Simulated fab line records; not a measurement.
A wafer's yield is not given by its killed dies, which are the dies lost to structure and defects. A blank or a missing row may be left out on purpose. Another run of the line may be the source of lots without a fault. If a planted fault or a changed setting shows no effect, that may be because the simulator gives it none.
fab line records ; flow berkeley-cmos170
record lots=13; wafers=39; last-day=11
route steps=331 shown SPACER@173 PLDD@208
lots that met no fault: taken from a fault-free run of the same line
start-h: hours from the record's opening day to when the first of the lot's shown wafers began ; wait-h: time in hours since the lot's previous step ; " as in the row above ; L1.1+2: a single row standing in for several wafers ; - no value present, or no start provided ; * or withheld: withheld ; < > ~ a bound
route shown NAME@n: names a module that has steps shown in the file, with the first one's number in the route ; usual: average and standard deviation across the fault-free wafers ; same: alike in all rows ; chamber/n: place in a boat ; sites: the reading at each site ; _std_site: how widely they spread, as a standard deviation ; _edge_site: the outer-site mean with the inner-site mean subtracted ; radius-mm: how far each site lies from the wafer's centre ; mask NAME#n: copy n ; behind: the most recent tool/chamber to have shaped the wafer ; hold: the reason the lot was held/the length of the hold in hours/how it ended ; device: whichever transistor did not switch (one of n, p or np) ; end of line: the same wafers' tests at the end of the route ; for a step that has no rows: nothing shown but its recipe ; killed: not the wafer's yield, but the dies lost to structure and defects at the first sort ; map: per-die view of a wafer (x killed, . not killed, _ where there is no die)
set.NAME: the setting that was run; set.NAME@STEP: the one run at that earlier step ; model.NAME: the simulator's own value behind a step, which no gauge read
route steps across a sampled set of lots; one table per step, one row per wafer
services: a tool's chamber out of use, with start hour (start-h, from the record's first day; less than 0 if before it), hours out, and reason
## steps
# step UCB170_SPACER_ANNEAL_02
# recipe temp-c=900; time-s=1800; ambient=N2
# usual spike-tc-centre-C=902.9/0.95; spike-tc-source-C=923.2/2.3; tube-center-temp-C=900/0.087; tube_center_temp_C_max=902.3/0.42; zone-power-load-pct=27.8/1.9; zone-power-source-pct=27.7/2.3
lot.wafer;tool;chamber;start-h;wait-h;spike-tc-centre-C;spike-tc-source-C;tube-center-temp-C;tube_center_temp_C_max;zone-power-load-pct;zone-power-source-pct
L695.2;furnace-03;0;116.90;0.1;902.6;922.8;900.01;901.9;25.1;29.2
L695.4;furnace-03;0;116.90;0.1;903.5;924.0;900.01;902.5;24.5;29.3
L695.6;furnace-03;0;116.90;0.1;903.1;925.1;899.99;902.0;25.1;30.1
L696.1;furnace-01;0;131.75;3.0;902.9;920.7;900.03;902.6;29.3;25.8
L696.4;furnace-01;0;131.75;3.0;903.7;922.8;900.02;902.6;29.8;25.2
L696.5;furnace-01;0;131.75;3.0;901.6;920.5;899.89;902.0;29.3;25.9
L702.2;furnace-03;0;153.92;0.3;895.6;916.1;892.93;895.5;24.5;29.7
L702.4;furnace-03;0;153.92;0.3;896.1;917.3;893.23;895.3;24.4;29.1
L702.5;furnace-03;0;153.92;0.3;895.9;916.1;892.95;895.0;24.7;29.1
L703.2;furnace-03;0;153.92;0.3;896.1;916.9;893.2;896.0;24.9;29.0
L703.3;furnace-03;0;153.92;0.3;896.9;916.0;893.13;894.8;24.9;28.8
L703.6;furnace-03;0;153.92;0.3;895.3;917.5;893.01;895.2;24.5;29.1
L707.3;furnace-01;0;178.92;2.1;905.1;922.1;900.04;902.6;29.3;26.0
L707.5;furnace-01;0;178.92;2.1;903.0;920.9;900.07;902.7;28.8;25.6
L707.6;furnace-01;0;178.92;2.1;902.4;921.5;900.04;902.6;29.4;26.4
L711.4;furnace-01;0;207.10;3.2;903.2;921.6;899.88;902.0;29.1;26.0
L711.5;furnace-01;0;207.10;3.2;901.4;922.5;899.93;902.8;29.2;25.9
L711.6;furnace-01;0;207.10;3.2;904.2;923.8;900.03;902.9;29.1;26.1
L712.3;furnace-01;0;207.10;2.6;902.3;923.2;899.94;902.4;29.9;26.0
L712.4;furnace-01;0;207.10;2.6;902.5;921.8;899.96;902.6;29.1;25.5
L712.5;furnace-01;0;207.10;2.6;903.7;921.0;900;901.8;28.7;25.7
L713.3;furnace-01;0;218.87;2.1;902.5;920.5;900.06;902.1;28.8;25.6
L713.4;furnace-01;0;218.87;2.1;902.3;921.6;899.94;901.7;29.3;26.0
L713.5;furnace-01;0;218.87;2.1;902.3;922.3;900.04;902.4;29.4;25.9
L714.1;furnace-04;0;230.90;3.8;900.8;927.6;899.9;902.0;27.2;31.8
L714.4;furnace-04;0;230.90;3.8;901.7;928.9;899.89;902.2;27.1;31.7
L714.5;furnace-04;0;230.90;3.8;902.9;929.8;900.26;903.4;26.9;31.8
L715.2;furnace-04;0;230.90;3.5;902.5;927.9;900.06;902.7;27.4;31.1
L715.4;furnace-04;0;230.90;3.5;904.5;927.9;899.89;902.6;27.0;31.6
L715.5;furnace-04;0;230.90;3.5;901.8;928.3;900.05;902.9;27.3;31.2
L716.2;furnace-04;0;230.90;0.4;901.8;927.4;900.05;902.5;27.1;31.6
L716.4;furnace-04;0;230.90;0.4;903.7;928.1;900.02;901.9;26.8;31.8
L716.6;furnace-04;0;230.90;0.4;901.6;928.6;900.07;902.4;27.2;31.0
L717.3;furnace-01;0;238.74;3.6;902.9;923.1;899.91;901.4;29.2;25.3
L717.4;furnace-01;0;238.74;3.6;901.5;920.7;900.09;902.4;28.7;25.9
L717.6;furnace-01;0;238.74;3.6;904.3;922.2;899.92;902.2;29.8;26.1
L718.1;furnace-01;0;238.74;3.2;904.2;923.5;899.94;902.1;29.2;26.1
L718.2;furnace-01;0;238.74;3.2;902.6;922.8;899.95;901.7;29.5;25.9
L718.5;furnace-01;0;238.74;3.2;904.5;922.1;899.95;902.3;29.7;26.0
# step UCB170_SDANNEAL_RS_MEAS_04
# recipe thk-meas-gauge=four-point-probe
# usual PLDD_RS=1030.6/2.3
lot.wafer;tool;chamber;start-h;wait-h;PLDD_RS[ohm/sq]
L695.2;film-metro-04;-;126.68;0.1;1029.1
L695.4;film-metro-04;-;126.68;0.1;1034.1
L695.6;film-metro-04;-;126.68;0.1;1033.1
L696.1;film-metro-03;-;139.98;0.1;1029.0
L696.4;film-metro-03;-;139.98;0.1;1029.0
L696.5;film-metro-03;-;139.98;0.1;1026.5
L703.2;film-metro-03;-;160.29;0.1;1055.7
L703.3;film-metro-03;-;160.29;0.1;1058.5
L703.6;film-metro-03;-;160.29;0.1;1056.3
L702.2;film-metro-04;-;160.64;0.1;1057.7
L702.4;film-metro-04;-;160.64;0.1;1053.0
L702.5;film-metro-04;-;160.64;0.1;1057.3
L707.3;film-metro-04;-;185.62;0.1;1031.0
L707.5;film-metro-04;-;185.62;0.1;1032.6
L707.6;film-metro-04;-;185.62;0.1;1030.5
L712.3;film-metro-02;-;216.81;0.1;1030.8
L712.4;film-metro-02;-;216.81;0.1;1027.1
L712.5;film-metro-02;-;216.81;0.1;1032.0
L711.4;film-metro-03;-;216.83;0.1;1029.7
L711.5;film-metro-03;-;216.83;0.1;1028.4
L711.6;film-metro-03;-;216.83;0.1;1028.3
L713.3;film-metro-03;-;228.37;0.1;1031.3
L713.4;film-metro-03;-;228.37;0.1;1032.3
L713.5;film-metro-03;-;228.37;0.1;1030.5
L714.1;film-metro-03;-;236.73;0.1;1033.5
L714.4;film-metro-03;-;236.73;0.1;1031.7
L714.5;film-metro-03;-;236.73;0.1;1030.5
L716.2;film-metro-02;-;237.19;0.1;1036.3
L716.4;film-metro-02;-;237.19;0.1;1033.0
L716.6;film-metro-02;-;237.19;0.1;1035.9
L715.2;film-metro-03;-;237.62;0.1;1023.6
L715.4;film-metro-03;-;237.62;0.1;1027.1
L715.5;film-metro-03;-;237.62;0.1;1026.2
L718.1;film-metro-04;-;246.11;0.1;1026.6
L718.2;film-metro-04;-;246.11;0.1;1027.7
L718.5;film-metro-04;-;246.11;0.1;1031.7
L717.3;film-metro-03;-;246.13;0.1;1030.6
L717.4;film-metro-03;-;246.13;0.1;1030.9
L717.6;film-metro-03;-;246.13;0.1;1030.1
## services
tool;chamber;start-h;hours;kind
furnace-01;-;223.29;3.7;pm
## key
first-sign step=UCB170_SPACER_ANNEAL_02; reading=tube-center-temp-C; direction=down; sigmas=77; usual=*; struck=*
effect step=UCB170_SPACER_ANNEAL_02; reading=tube_center_temp_C_max; direction=down; sigmas=17; usual=*; struck=*
effect step=UCB170_SDANNEAL_RS_MEAS_04; reading=PLDD_RS; direction=up; sigmas=11; usual=1030.6; struck=1056.4
met-at UCB170_SPACER_ANNEAL_02
struck-lots L702,L703
tester-left-out L702,L703
onset-between 116.90 153.92
fault kind=process-parameter-drift; tool=furnace-03; chamber=-; onset-h=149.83; steps=UCB170_SPACER_ANNEAL_02; channel=temp-c; offset=*; shape=step; end-h=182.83; acts-in=*; stated=*
# tester-left-out: of these lots the tester's yield and bins aren't shown, on N5 and GAA mostly nor the transistor test; their killed dies are dies lost to structure and defects alone, not to doping, threshold or leakage, so they don't give the yield
